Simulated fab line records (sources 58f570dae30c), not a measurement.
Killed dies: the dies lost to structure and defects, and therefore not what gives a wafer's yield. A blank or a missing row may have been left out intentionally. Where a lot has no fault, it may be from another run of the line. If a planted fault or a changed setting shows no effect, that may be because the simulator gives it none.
A lot that was struck, set against a sound lot | flow berkeleyCmos170 | 28 steps out of a route of 331
Sound: these wafers, L663.2, L663.3, L663.6. Wafers L657.2, L657.5, L657.6 were the ones struck. Last of all comes the cause.
For every step that has rows: the tool of each side, followed by ch and its chambers, followed by its first start. Under that, the readings that differ: sound wafers | struck wafers | difference of the means | sigmas: that difference in standard deviations of wafers without a fault.
alike: same words and numbers on both sides, and readings whose means sit less than 2 such deviations apart. not compared: any withheld reading, any reading some wafer has no value for, any bound like >300 that may hide the same value, and any number with overlapping values for which the record gives no deviation.
Wherever a step has rows on one side only, a row that says differs or no value, or a row with sigmas, the two part there. Numbers that don't overlap but have no deviation are shown without sigmas and don't part them. A reading that every wafer of one side lacks parts them only if that side has two wafers or more.

first, 6 steps without rows for these wafers: UCB170_PVT_HMDS_00 (prime time 60 s); UCB170_PVT_COAT_01 (resist thk 900 nm); UCB170_PVT_SOFTBAKE_02 (time 60 s); UCB170_PVT_EXPOSE_03 (exposes mask NWELL, target cd 3000 nm); UCB170_PVT_PEB_04; UCB170_PVT_DEVELOP_05 (develop time 45 s).
UCB170_PVT_OVL_MEAS_06:
  sound: overlay-02 at day 8 07:23; struck: overlay-01 at day 7 08:17
  alike: PVT_OVL
then, 1 step without rows for these wafers: UCB170_PVT_IMPLANT_07.
UCB170_PVT_STRIP_08: strips in O2.
  sound on plasmaAsher-03 ch 0,1, day 8 07:34; struck on plasmaAsher-03 ch 0,1, day 7 08:28
  alike: drypumpMotorCurrentA, oesProductAu, stripTimeToEndpointS
  not compared: rfHoursCounterH
UCB170_PVT_TW_MEAS_09:
  sound: filmMetro-04 at day 8 07:41; struck: filmMetro-01 at day 7 08:35
  alike: PVT_TW
then, 1 step without rows for these wafers: UCB170_GATE_WET_ETCH_00 (etches SiO2 in dHF, time 200 s).
UCB170_FIELD_THK_MEAS_91:
  sound: filmMetro-01 at day 8 07:49; struck: filmMetro-01 at day 7 08:43
  alike: FIELD_OXIDE_LEFT_2_THK
UCB170_GATE_OXIDATION_01: target thk 6.6 nm, ox time 1800 s.
  sound on furnace-04 ch 0, day 8 10:46; struck on furnace-03 ch 0, day 7 10:11
reading                                    | sound                | struck               | difference | sigmas
spikeTcCentreC (C)                         | 850.6 853.3 851.7    | 815.6 814.6 817.3    | -36.0      | -36
spikeTcLoadC (C)                           | 869.0 869.2 869.7    | 837.2 839.5 838.0    | -31.1      | -15
spikeTcSourceC (C)                         | 870 869 869          | 834 833 832          | -36        | -8
tubeCenterTempC (C)                        | 849.95 850.06 849.99 | 813.52 813.53 813.51 | -36.48     | -99 or more
tube_center_temp_C_max                     | 852.5 851.6 852.0    | 815.6 816.0 815.5    | -36.3      | -99 or more
model.SiO2_of_GATE_OXIDATION_01.thkNm (nm) | 6.825 6.72 6.757     | 4.396 4.399 4.358    | -2.383     | 
UCB170_GATE_THK_MEAS_02:
  sound: filmMetro-03 at day 8 12:16; struck: filmMetro-04 at day 7 11:55
reading             | sound          | struck         | difference | sigmas
GATE_OXIDE_THK (nm) | 6.85 6.75 6.80 | 4.37 4.35 4.35 | -2.44      | -17
  not compared: hold
then, 1 step without rows for these wafers: UCB170_GATE_CVD_04 (deposits poly-Si from SiH4, time 1440 s, target thk 214 nm).
UCB170_GATE_THK_MEAS_05:
  sound: filmMetro-02 at day 8 18:31; struck: filmMetro-02 at day 8 00:47
  alike: GATE_POLY_THK
then, 6 steps without rows for these wafers: UCB170_GATE_COAT_06; UCB170_GATE_COAT_07 (resist thk 900 nm); UCB170_GATE_SOFTBAKE_08 (time 60 s); UCB170_GATE_EXPOSE_09 (exposes mask POLY, target cd 350 nm); UCB170_GATE_PEB_10; UCB170_GATE_DEVELOP_11 (develop time 45 s).
UCB170_GATE_CD_MEAS_12: target cd 350 nm.
  sound: cdSem-01 at day 8 19:26; struck: cdSem-01 at day 8 02:19
reading   | sound             | struck            | difference | sigmas
cdNm (nm) | 352.5 352.0 352.7 | 348.5 348.5 349.2 | -3.7       | -3
UCB170_GATE_OVL_MEAS_13:
  sound: overlay-02 at day 8 19:32; struck: overlay-02 at day 8 02:25
  alike: GATE_OVL
UCB170_GATE_ETCH_14: etches BARC in N2/H2.
  sound on rieDiel-03 ch 0,1, day 8 19:34; struck on rieDiel-04 ch 0,1,3, day 8 02:26
  alike: drypumpMotorCurrentA, oesProductAu, throttleValvePct
UCB170_GATE_ETCH_15: etches poly-Si in HBr/Cl2, stops on SiO2, time 56.3 s, target depth 278.2 nm.
  sound on rieSi-02 ch 1,2, day 8 19:37; struck on rieSi-01 ch 0,3, day 8 02:29
reading                                    | sound             | struck            | difference | sigmas
model.SiO2_of_GATE_OXIDATION_01.thkNm (nm) | 6.725 6.685 6.722 | 4.395 4.399 4.353 | -2.328     | 
  alike: drypumpMotorCurrentA, oesProductAu, throttleValvePct
  not compared: rfHoursCounterH
UCB170_GATE_STRIP_16: strips in O2.
  sound on plasmaAsher-03 ch 0, day 8 19:39; struck on plasmaAsher-01 ch 0,1, day 8 02:36
reading                  | sound          | struck         | difference | sigmas
drypumpMotorCurrentA (A) | 6.01 6.02 6.00 | 5.50 5.60 5.49 | -0.48      | -2
  alike: oesProductAu
  not compared: rfHoursCounterH
UCB170_M3_PROBE_99:
  rows exist in the record for the sound wafers here (prober-02, day 10 08:04), none for the struck ones

== WHERE THEY PART ==
At UCB170_GATE_OXIDATION_01 first; at UCB170_M3_PROBE_99 last (within this record only).

WHY: the cause the simulator had injected
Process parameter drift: furnace-03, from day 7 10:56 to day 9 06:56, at UCB170_GATE_OXIDATION_01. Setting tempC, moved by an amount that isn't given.
